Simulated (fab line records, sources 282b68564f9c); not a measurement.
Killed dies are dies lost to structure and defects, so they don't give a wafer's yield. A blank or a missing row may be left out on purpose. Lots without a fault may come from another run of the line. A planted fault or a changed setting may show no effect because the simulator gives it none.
A struck lot beside a sound one | flow rit_cmos | 21 steps out of a route of 202
Sound: wafers L682.1, L682.3, L682.5. Struck: wafers L699.1, L699.2, L699.5. The cause comes at the end.
At each step with rows: each side's tool, then ch and its chambers, then its first start. Under that, the readings that differ: sound wafers | struck wafers | difference of the means | sigmas: that difference in standard deviations of wafers without a fault.
alike: readings whose means differ by less than 2 such deviations, and words and numbers that are the same on both sides. not compared: withheld readings, readings that some wafer has no value for, bounds like >300 that may hide the same value, and numbers for which the record gives no deviation and whose values overlap.
The two part at a step that has a row with sigmas, a row that says differs or no value, or rows on one side only. Numbers that don't overlap but have no deviation are shown without sigmas and don't part them. A reading that every wafer of one side lacks parts them only if that side has two wafers or more.

first, 6 steps without rows for these wafers: RIT_NLDD_HMDS_00 (prime time 60 s); RIT_NLDD_COAT_01 (resist thk 988.5 nm); RIT_NLDD_SOFTBAKE_02 (time 60 s); RIT_NLDD_EXPOSE_03 (exposes mask M7, target cd 40700 nm); RIT_NLDD_PEB_04; RIT_NLDD_DEVELOP_05 (develop time 50 s).
RIT_NLDD_OVL_MEAS_06:
  sound on overlay-02, day 2 23:58; struck on overlay-02, day 6 19:12
  alike: NLDD_OVL
then, 2 steps without rows for these wafers: RIT_NLDD_HARDBAKE_07 (time 60 s); RIT_NLDD_IMPLANT_08.
RIT_NLDD_STRIP_09: strips in O2, time 180 s.
  sound on plasma_asher-02 ch 0, day 3 00:19; struck on plasma_asher-03 ch 0,1, day 6 19:32
  alike: drypump_motor_current_A
  not compared: rf_hours_counter_h
RIT_NLDD_TW_MEAS_10:
  sound on film_metro-04, day 3 00:29; struck on film_metro-01, day 6 19:43
  alike: NLDD_TW
then, 1 step without rows for these wafers: RIT_PLDD_HMDS_00 (prime time 60 s).
RIT_PLDD_COAT_01: resist thk 1000 nm.
  sound on litho_track-04 ch 0, day 3 00:41; struck on litho_track-03 ch 0, day 6 19:55
  reading                                   | sound                | struck               | difference | sigmas
  spin_speed_rpm (rpm)                      | 3245.5 3249.5 3252.5 | 3173.3 3170.2 3169.4 | -78.2      | -34
  model.NOVOLAK_of_PLDD_COAT_01.thk_nm (nm) | 998.1 995.9 998.4    | 1014 1017 1020       | +20        |
  alike: dispense_pressure_kPa
then, 4 steps without rows for these wafers: RIT_PLDD_SOFTBAKE_02 (time 60 s); RIT_PLDD_EXPOSE_03 (exposes mask M8, target cd 40900 nm); RIT_PLDD_PEB_04; RIT_PLDD_DEVELOP_05 (develop time 50 s).
RIT_PLDD_OVL_MEAS_06:
  sound on overlay-02, day 3 01:23; struck on overlay-02, day 6 20:44
  alike: PLDD_OVL
RIT_PLDD_HARDBAKE_07: time 60 s.
  sound on litho_track-03 ch 0, day 3 01:26; struck on litho_track-02 ch 0, day 6 20:47
  reading                                   | sound             | struck            | difference | sigmas
  model.NOVOLAK_of_PLDD_COAT_01.thk_nm (nm) | 882.1 880.1 882.3 | 895.9 898.8 901.1 | +17.1      |
  alike: heater_power_total_W
then, 1 step without rows for these wafers: RIT_PLDD_IMPLANT_08.
RIT_M1_PROBE_99:
  sound on prober-01, day 3 15:38; struck on prober-02, day 7 12:16
  alike: killed_at_M0_to_M3, killed_at_contacts, killed_at_front_end, killed_dies, killed_open, killed_short

WHERE THEY PART
Only at RIT_PLDD_COAT_01, within this record. Later steps at which nothing parts them and some readings are alike: RIT_PLDD_OVL_MEAS_06, RIT_PLDD_HARDBAKE_07, RIT_M1_PROBE_99.

WHY: what the simulator had put in
Process parameter drift: litho_track-03, from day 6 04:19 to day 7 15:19, at RIT_PLDD_COAT_01. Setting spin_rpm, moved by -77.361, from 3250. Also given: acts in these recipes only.
